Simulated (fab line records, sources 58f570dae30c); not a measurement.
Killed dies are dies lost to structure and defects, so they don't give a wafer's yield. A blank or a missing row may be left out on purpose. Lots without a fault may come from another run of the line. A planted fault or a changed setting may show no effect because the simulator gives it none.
Problem report in the 8D (eight disciplines) form, filled by code | flow berkeley_cmos170 | the parts of the form that need people (team, actions taken, sign-off) are left out

1. THE PROBLEM
PLDD_RS at UCB170_SDANNEAL_RS_MEAS_04 reads a mean of 1060.5 ohm/sq on 6 wafers of 2 lots; wafers without a fault read 1031.8 ohm/sq with a standard deviation of 2.7. That is +11 standard deviations from the usual mean.
The step: measures by four-point-probe.
First seen on wafer L932.1, day 9 20:51, on film_metro-02. The record holds 42 wafers of 14 lots with a number at this step. Rule for "out", or "out of limits": more than 4 standard deviations from the usual mean. The other wafers with a number count as sound.

2. WHAT IT IS AND WHAT IT IS NOT
question                    | is                     | is not
which readings at this step | PLDD_RS                | -
which lots                  | L932, L933             | L916, L917, L919, L920, L922, L923, L925, L935, L936, L937, L938, L939
which wafers of those lots  | all that have a number | -
read on which gauges        | film_metro-02          | film_metro-03, film_metro-04
when                        | from day 9 20:51       | up to then (21 sound wafers); but 15 sound wafers of L935, L936, L937, L938, L939 came after

3. SUSPECTS, AND WHAT RULES EACH OUT
Counting: a tool at a process step up to the reading stays a suspect if it ran every lot that is out and no sound lot after the first of them.
- the gauge at UCB170_SDANNEAL_RS_MEAS_04: kept. All the wafers that are out were read on film_metro-02, and no step on other tools shows them out.
- implanter-04 at UCB170_PLDD_IMPLANT_09: kept. It ran every lot that is out, first L932 (day 9 07:24), and no sound lot after that; its last sound lot up to then is L916 (day 6 15:20).
Left after counting: implanter-04 at UCB170_PLDD_IMPLANT_09, film_metro-02 at UCB170_SDANNEAL_RS_MEAS_04.

4. THE CAUSE (what the simulator had put in)
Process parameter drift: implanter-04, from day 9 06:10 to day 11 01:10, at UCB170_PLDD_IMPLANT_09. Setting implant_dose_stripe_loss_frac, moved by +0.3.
Counting left 2 suspects, and this tool is among them.

5. THE CHAIN OF EFFECTS, in route order
Each row: a reading whose mean over the struck wafers that have a number lies more than 3 standard deviations from the usual. Only readings for which the record gives a usual standard deviation are gone through. hours: the time from each lot's start at the first step in this table that gives one to its start at this step, as a median over the lots. sigmas: the change in usual standard deviations.
hours | step                       | reading | usual         | on struck wafers | change | sigmas
0     | UCB170_SDANNEAL_RS_MEAS_04 | PLDD_RS | 1031.8 ohm/sq | 1060.5           | +28.7  | +11
Later measuring or inspecting steps at which every struck wafer that the step has a row for has a number for every such reading, and none has moved that far: UCB170_V2_BOW_MEAS_03.

6. WHAT WOULD HAVE CAUGHT IT SOONER
In this record the first reading out of limits at a measuring or inspecting step was taken at day 9 20:51, 15 hours after the fault began at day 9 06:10.
All the lots that are out (2) had begun UCB170_PLDD_IMPLANT_09 on implanter-04 by day 9 20:51. A hold on the tool at that time would have spared none of them.
